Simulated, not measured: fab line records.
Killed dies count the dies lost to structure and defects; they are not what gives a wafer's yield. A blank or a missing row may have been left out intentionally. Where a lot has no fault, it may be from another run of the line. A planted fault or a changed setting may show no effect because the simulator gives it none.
Matching of chambers || flow berkeley-cmos170 || UCB170_V1_ETCH_14 on rie-diel-04: 4 sister chambers
The step etches SiO2 in CHF3/CF4/Ar, stops on Al, target depth 1250 nm, time 291 s. 16 wafers are shown with their chamber, then 8 later ones without.

== WAFERS PAIRED WITH THEIR CHAMBERS ==
{"wafer": "L136.2", "chamber": 2, "drypump-motor-current-A (A)": 5.9, "throttle-valve-pct (%)": 6.79, "oes-product-au (a.u.)": 0.867}
{"wafer": "L136.4", "chamber": 0, "drypump-motor-current-A (A)": 5.5, "throttle-valve-pct (%)": 6.90, "oes-product-au (a.u.)": 0.892}
{"wafer": "L136.6", "chamber": 1, "drypump-motor-current-A (A)": 6.2, "throttle-valve-pct (%)": 7.11, "oes-product-au (a.u.)": 0.909}
{"wafer": "L140.3", "chamber": 2, "drypump-motor-current-A (A)": 5.9, "throttle-valve-pct (%)": 6.80, "oes-product-au (a.u.)": 0.864}
{"wafer": "L140.5", "chamber": 3, "drypump-motor-current-A (A)": 5.6, "throttle-valve-pct (%)": 7.10, "oes-product-au (a.u.)": 0.893}
{"wafer": "L140.6", "chamber": 1, "drypump-motor-current-A (A)": 6.2, "throttle-valve-pct (%)": 7.11, "oes-product-au (a.u.)": 0.907}
{"wafer": "L141.2", "chamber": 2, "drypump-motor-current-A (A)": 5.9, "throttle-valve-pct (%)": 6.81, "oes-product-au (a.u.)": 0.863}
{"wafer": "L141.3", "chamber": 3, "drypump-motor-current-A (A)": 5.6, "throttle-valve-pct (%)": 7.10, "oes-product-au (a.u.)": 0.893}
{"wafer": "L141.4", "chamber": 0, "drypump-motor-current-A (A)": 5.5, "throttle-valve-pct (%)": 6.91, "oes-product-au (a.u.)": 0.860}
{"wafer": "L145.3", "chamber": 0, "drypump-motor-current-A (A)": 5.5, "throttle-valve-pct (%)": 6.91, "oes-product-au (a.u.)": 0.872}
{"wafer": "L145.5", "chamber": 0, "drypump-motor-current-A (A)": 5.5, "throttle-valve-pct (%)": 6.92, "oes-product-au (a.u.)": 0.871}
{"wafer": "L145.6", "chamber": 1, "drypump-motor-current-A (A)": 6.2, "throttle-valve-pct (%)": 7.10, "oes-product-au (a.u.)": 0.903}
{"wafer": "L147.1", "chamber": 2, "drypump-motor-current-A (A)": 5.9, "throttle-valve-pct (%)": 6.80, "oes-product-au (a.u.)": 0.867}
{"wafer": "L147.4", "chamber": 1, "drypump-motor-current-A (A)": 6.2, "throttle-valve-pct (%)": 7.09, "oes-product-au (a.u.)": 0.909}
{"wafer": "L147.5", "chamber": 0, "drypump-motor-current-A (A)": 5.4, "throttle-valve-pct (%)": 6.92, "oes-product-au (a.u.)": 0.867}
{"wafer": "L153.2", "chamber": 2, "drypump-motor-current-A (A)": 5.9, "throttle-valve-pct (%)": 6.80, "oes-product-au (a.u.)": 0.871}

SIGNATURES (means of the wafers above)
{"reading": "drypump-motor-current-A", "chamber 0": 5.480, "chamber 1": 6.200, "chamber 2": 5.900, "chamber 3": 5.600, "scatter within a chamber": 0.0258}
{"reading": "throttle-valve-pct", "chamber 0": 6.9120, "chamber 1": 7.1025, "chamber 2": 6.8000, "chamber 3": 7.1000, "scatter within a chamber": 0.00793}
{"reading": "oes-product-au", "chamber 0": 0.87240, "chamber 1": 0.90700, "chamber 2": 0.86640, "chamber 3": 0.89300, "scatter within a chamber": 0.00726}
Rule: a wafer's distance from a chamber is the root of the sum, over the readings, of the square of ((its reading less the chamber's mean) divided by the reading's scatter). If the next closest chamber is less than 2 further off than the closest, the wafer can't be placed; otherwise it belongs to the closest. The scatter is the square root of a quotient: the sum, over the shown wafers, of each reading's squared deviation from its chamber's mean, divided by wafers minus chambers.

== WAFERS WITH NO CHAMBER GIVEN ==
{"wafer": "L153.3", "drypump-motor-current-A (A)": 5.6, "throttle-valve-pct (%)": 7.11, "oes-product-au (a.u.)": 0.892}
{"wafer": "L153.5", "drypump-motor-current-A (A)": 6.2, "throttle-valve-pct (%)": 7.09, "oes-product-au (a.u.)": 0.903}
{"wafer": "L155.1", "drypump-motor-current-A (A)": 6.2, "throttle-valve-pct (%)": 7.10, "oes-product-au (a.u.)": 0.907}
{"wafer": "L155.2", "drypump-motor-current-A (A)": 5.9, "throttle-valve-pct (%)": 6.80, "oes-product-au (a.u.)": 0.865}
{"wafer": "L155.4", "drypump-motor-current-A (A)": 5.6, "throttle-valve-pct (%)": 7.10, "oes-product-au (a.u.)": 0.884}
{"wafer": "L158.1", "drypump-motor-current-A (A)": 6.2, "throttle-valve-pct (%)": 7.11, "oes-product-au (a.u.)": 0.905}
{"wafer": "L158.3", "drypump-motor-current-A (A)": 5.9, "throttle-valve-pct (%)": 6.80, "oes-product-au (a.u.)": 0.866}
{"wafer": "L158.5", "drypump-motor-current-A (A)": 6.2, "throttle-valve-pct (%)": 7.10, "oes-product-au (a.u.)": 0.909}

== CHAMBER TAKEN BY EACH ==
{"wafer": "L153.3", "from the rows above": 3, "in truth": 3}
{"wafer": "L153.5", "from the rows above": 1, "in truth": 1}
{"wafer": "L155.1", "from the rows above": 1, "in truth": 1}
{"wafer": "L155.2", "from the rows above": 2, "in truth": 2}
{"wafer": "L155.4", "from the rows above": 3, "in truth": 3}
{"wafer": "L158.1", "from the rows above": 1, "in truth": 1}
{"wafer": "L158.3", "from the rows above": 2, "in truth": 2}
{"wafer": "L158.5", "from the rows above": 1, "in truth": 1}
Correct placement for 8 of the 8. From these rows, 0 cannot be placed. 0 placed wrongly.
